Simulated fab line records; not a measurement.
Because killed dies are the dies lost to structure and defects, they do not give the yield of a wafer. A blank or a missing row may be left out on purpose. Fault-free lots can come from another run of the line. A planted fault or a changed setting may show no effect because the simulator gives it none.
Split-lot trial    flow berkeley_cmos170    on a route of 331 steps: 5 lots, 23 wafers read

THE SPLIT ITSELF
At UCB170_PFIELD_COAT_01 (resist thk 900 nm), the setting spin_rpm was moved away from the recipe's 1500 rpm on 6 of the 23 wafers read, by -6.3% to -2.6%. This setting was run at the recipe's value on the other wafers.

The split's own step is where the reading is taken.

THE READING
KrF_of_PFIELD_COAT_01.thk_nm (the simulator's own value, which no gauge read), in nm, at UCB170_PFIELD_COAT_01 (resist thk 900 nm). The file gives no usual value for it. The 17 wafers here that ran the recipe average 900.2 nm, standard deviation 2.1 nm.

wafer   tool, chamber at the split  spin_rpm as run, rpm  against the recipe  KrF_of_PFIELD_COAT_01.thk_nm, nm  against lot-mates on the recipe
L075.1  litho_track-03, 0           1461                  -2.6%               912.4                             +11.4
L075.2  litho_track-03, 0           1461                  -2.6%               912.2                             +11.2
L075.3  litho_track-03, 0           1461                  -2.6%               913.7                             +12.7
L075.4  litho_track-03, 0           1500                  recipe              905.3                             -
L075.5  litho_track-03, 0           1500                  recipe              896.7                             -
L076.1  litho_track-03, 0           1500                  recipe              901.8                             -
L076.3  litho_track-03, 0           1500                  recipe              901                               -
L076.4  litho_track-03, 0           1500                  recipe              900.7                             -
L076.5  litho_track-03, 0           1500                  recipe              900.1                             -
L076.6  litho_track-03, 0           1500                  recipe              901.3                             -
L080.1  litho_track-01, 0           1406                  -6.3%               931.3                             +33.5
L080.3  litho_track-01, 0           1406                  -6.3%               928.2                             +30.5
L080.4  litho_track-01, 0           1500                  recipe              896.5                             -
L080.5  litho_track-01, 0           1500                  recipe              899                               -
L080.6  litho_track-01, 0           1406                  -6.3%               928.6                             +30.9
L082.1  litho_track-01, 0           1500                  recipe              899.9                             -
L082.2  litho_track-01, 0           1500                  recipe              897.6                             -
L082.3  litho_track-01, 0           1500                  recipe              902.4                             -
L082.5  litho_track-01, 0           1500                  recipe              902.1                             -
L082.6  litho_track-01, 0           1500                  recipe              901.1                             -
L085.1  litho_track-04, 0           1500                  recipe              899.9                             -
L085.3  litho_track-04, 0           1500                  recipe              898.3                             -
L085.5  litho_track-04, 0           1500                  recipe              900.4                             -

THE FIT
A straight line over all 23 wafers: KrF_of_PFIELD_COAT_01.thk_nm changes by -4.67 nm for each +1% of spin_rpm; r = -0.98; the points scatter about the line by 2 nm.
The same after taking each lot's own level away (the mean of its wafers on the recipe; 23 wafers): -4.99 nm for each +1%; r = -0.99; scatter 1.8 nm.
Per that fit: largest spin_rpm move, reading shift of 31 nm.
The span of the lots' own levels, 897.75 to 901.00 nm, comes to 1.5 times the standard deviation stated above.
The two slopes agree, so the slope changes little with the lot-to-lot level.
Check: with one of the wafers moved furthest among these (-6.3%) left out of the fit, the line predicts +30.2 nm for it against its lot-mates. It came out at +33.5 nm against them.

ADDITIONAL SPLITS CARRIED BY THESE WAFERS
Note: prior to the reading, these wafers also went through further splits. Each is held against what the fit with the lots' levels taken away leaves over:
other split on the same wafers    wafers away from the commonest value  r with KrF_of_PFIELD_COAT_01.thk_nm (lot level and that fit taken away)
UCB170_ZERO_COAT_01 spin_rpm      8                                     -0.06
UCB170_NWELL_OXIDATION_01 temp_c  15                                    +0.06
UCB170_PWELL_CVD_05 time_s        15                                    -0.05
UCB170_PWELL_PEB_11 peb_temp_c    4                                     +0.27

THE WHOLE CHAIN: every reading that the file lists as answering this split, in the file's order
step                    what it does       reading                                                                        change (the file's fit)               r (the file's)
UCB170_PFIELD_COAT_01   resist thk 900 nm  KrF_of_PFIELD_COAT_01.thk_nm (the simulator's own value, which no gauge read)  -4.97 nm for each +1% of the setting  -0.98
UCB170_PFIELD_STRIP_08  strips in O2       strip_time_to_endpoint_s                                                       withheld for each +1% of the setting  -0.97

THE FILE'S OWN FIT
KrF_of_PFIELD_COAT_01.thk_nm changes by -4.97 nm for each +1% of spin_rpm, r = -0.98.
